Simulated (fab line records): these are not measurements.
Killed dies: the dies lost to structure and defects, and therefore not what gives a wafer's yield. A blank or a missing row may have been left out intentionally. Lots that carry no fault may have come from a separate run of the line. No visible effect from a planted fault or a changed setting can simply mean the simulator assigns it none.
A sampling plan put to the test ; flow rit_cmos ; one fab line, 10 faults that these records tell of, each judged on the records of the lots that it struck
Plan = the line's own looks (route steps where a gauge or an inspection reads the wafer without altering it). Where struck wafers have a number at a look and the file lists that look's usual mean and standard deviation on fault-free wafers, the look can be judged. Caught: the struck wafers' mean, at a look after the fault's first step, is 4 or more of those standard deviations (sigma) away from the usual mean. On the tool: the identical test, applied to the tool's own readings at the steps of the fault. Caught also covers a different recipe on the struck wafers, or a record left blank for those wafers only.

THE FAULTS, as the simulator had put them in
1. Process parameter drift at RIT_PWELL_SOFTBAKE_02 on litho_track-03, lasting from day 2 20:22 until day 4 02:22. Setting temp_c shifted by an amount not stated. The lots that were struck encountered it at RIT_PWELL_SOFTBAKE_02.
2. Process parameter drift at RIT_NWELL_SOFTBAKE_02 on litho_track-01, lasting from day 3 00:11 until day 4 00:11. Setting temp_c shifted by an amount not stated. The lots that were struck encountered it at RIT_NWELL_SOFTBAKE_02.
3. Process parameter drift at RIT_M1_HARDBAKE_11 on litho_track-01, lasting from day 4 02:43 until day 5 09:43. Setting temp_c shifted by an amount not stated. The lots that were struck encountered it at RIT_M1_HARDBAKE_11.
4. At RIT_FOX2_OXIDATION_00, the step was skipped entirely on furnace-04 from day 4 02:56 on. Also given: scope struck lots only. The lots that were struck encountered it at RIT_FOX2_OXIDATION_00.
5. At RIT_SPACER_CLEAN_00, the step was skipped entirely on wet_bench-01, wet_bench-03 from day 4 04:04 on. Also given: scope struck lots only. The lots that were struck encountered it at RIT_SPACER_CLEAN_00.
6. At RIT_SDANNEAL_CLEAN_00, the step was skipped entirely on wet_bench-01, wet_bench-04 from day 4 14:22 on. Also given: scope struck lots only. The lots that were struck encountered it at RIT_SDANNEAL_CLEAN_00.
7. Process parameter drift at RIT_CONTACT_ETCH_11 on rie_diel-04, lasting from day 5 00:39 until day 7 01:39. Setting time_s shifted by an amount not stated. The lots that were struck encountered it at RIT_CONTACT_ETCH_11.
8. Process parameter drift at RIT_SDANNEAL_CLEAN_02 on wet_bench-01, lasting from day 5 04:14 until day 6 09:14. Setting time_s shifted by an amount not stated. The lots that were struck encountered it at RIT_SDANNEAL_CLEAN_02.
9. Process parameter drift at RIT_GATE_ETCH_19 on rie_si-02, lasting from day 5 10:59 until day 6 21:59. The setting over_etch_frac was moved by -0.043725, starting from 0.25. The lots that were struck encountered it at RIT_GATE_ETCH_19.
10. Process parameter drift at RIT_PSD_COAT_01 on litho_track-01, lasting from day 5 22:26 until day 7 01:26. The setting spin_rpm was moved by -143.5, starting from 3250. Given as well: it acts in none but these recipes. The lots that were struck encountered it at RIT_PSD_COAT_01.

WHAT THE PLAN SAW
fault;on the tool itself;first look that catches it;reading, sigma;median hours from its first step to that look;hours from the fault's start to the first struck lot there;judged looks passed uncaught
1;heater_power_total_W -18 sigma;no look after it can be judged;-;-;-;0
2;heater_power_total_W -39 sigma;no look after it can be judged;-;-;-;0
3;plate_temp_C -23 sigma;no look after it can be judged;-;-;-;0
4;the tool's record is blank for the struck wafers;no look after it can be judged;-;-;-;0
5;the tool's record is blank for the struck wafers;no look after it can be judged;-;-;-;0
6;the tool's record is blank for the struck wafers;no look after it can be judged;-;-;-;0
7;run_length_s +99 or beyond sigma;no look after it can be judged;-;-;-;0
8;run_length_s +8.7 sigma;no look after it can be judged;-;-;-;0
9;under 2 sigma;no look after it can be judged;-;-;-;0
10;spin_speed_rpm -68 sigma;no look after it can be judged;-;-;-;0
Dash: fault not caught, or number not given in these records.

Caught at a look: 0 of 10. Caught on the tool: 9 of 10. By one or the other: 9 of 10.
Faults 1, 2, 3, 4, 5, 6, 7, 8, 10 were caught on the tool alone.
Caught by neither: fault 9.
